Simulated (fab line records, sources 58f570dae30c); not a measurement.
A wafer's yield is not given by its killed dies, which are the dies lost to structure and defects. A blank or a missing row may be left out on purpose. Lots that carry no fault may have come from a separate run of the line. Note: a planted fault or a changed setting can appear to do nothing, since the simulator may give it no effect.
Chamber matching + flow berkeley-cmos170 + cmp-01 running UCB170_V1_CMP_02: 4 sister chambers
The step polishes SiO2. 14 wafers are shown with their chamber, then 7 later ones without.

WAFERS PAIRED WITH THEIR CHAMBERS
| wafer  | chamber | motor-current-A (A) |
|--------|---------|---------------------|
| L573.3 | 1       | 14.7                |
| L573.4 | 0       | 18.7                |
| L573.5 | 0       | 18.1                |
| L574.3 | 0       | 18.4                |
| L574.5 | 0       | 18.4                |
| L574.6 | 1       | 14.6                |
| L575.1 | 1       | 14.2                |
| L575.2 | 0       | 17.6                |
| L575.3 | 2       | 17.5                |
| L579.2 | 0       | 18.0                |
| L579.5 | 2       | 17.4                |
| L579.6 | 1       | 14.4                |
| L581.1 | 3       | 17.2                |
| L581.4 | 2       | 17.3                |

SIGNATURES (means of the wafers above)
| reading         | chamber 0 | chamber 1 | chamber 2 | chamber 3 | scatter within a chamber |
|-----------------|-----------|-----------|-----------|-----------|--------------------------|
| motor-current-A | 18.200    | 14.475    | 17.400    | 17.200    | 0.301                    |
Rule: for each reading, subtract the chamber's mean from the wafer's reading, divide by that reading's scatter and square the result; add these up over the readings and take the root, which gives the wafer's distance from the chamber. If the next closest chamber is less than 2 further off than the closest, the wafer can't be placed; otherwise it belongs to the closest. The scatter is the square root of a quotient: the sum, over the shown wafers, of each reading's squared deviation from its chamber's mean, divided by wafers minus chambers.

WAFERS WITH NO CHAMBER GIVEN
| wafer  | motor-current-A (A) |
|--------|---------------------|
| L581.5 | 17.6                |
| L592.1 | 15.2                |
| L592.4 | 18.2                |
| L592.6 | 18.3                |
| L594.1 | 17.6                |
| L594.3 | 17.6                |
| L594.4 | 14.4                |

WHICH CHAMBER EACH WENT THROUGH
| wafer  | from the rows above          | in truth |
|--------|------------------------------|----------|
| L581.5 | can't be placed: 2 or 3 or 0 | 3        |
| L592.1 | 1                            | 1        |
| L592.4 | 0                            | 0        |
| L592.6 | 0                            | 0        |
| L594.1 | can't be placed: 2 or 3 or 0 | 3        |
| L594.3 | can't be placed: 2 or 3 or 0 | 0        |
| L594.4 | 1                            | 1        |
Correctly placed: 4 of 7. Unplaceable from these rows: 3, with the true chamber sitting among the candidates in 3. Wrongly placed: 0.
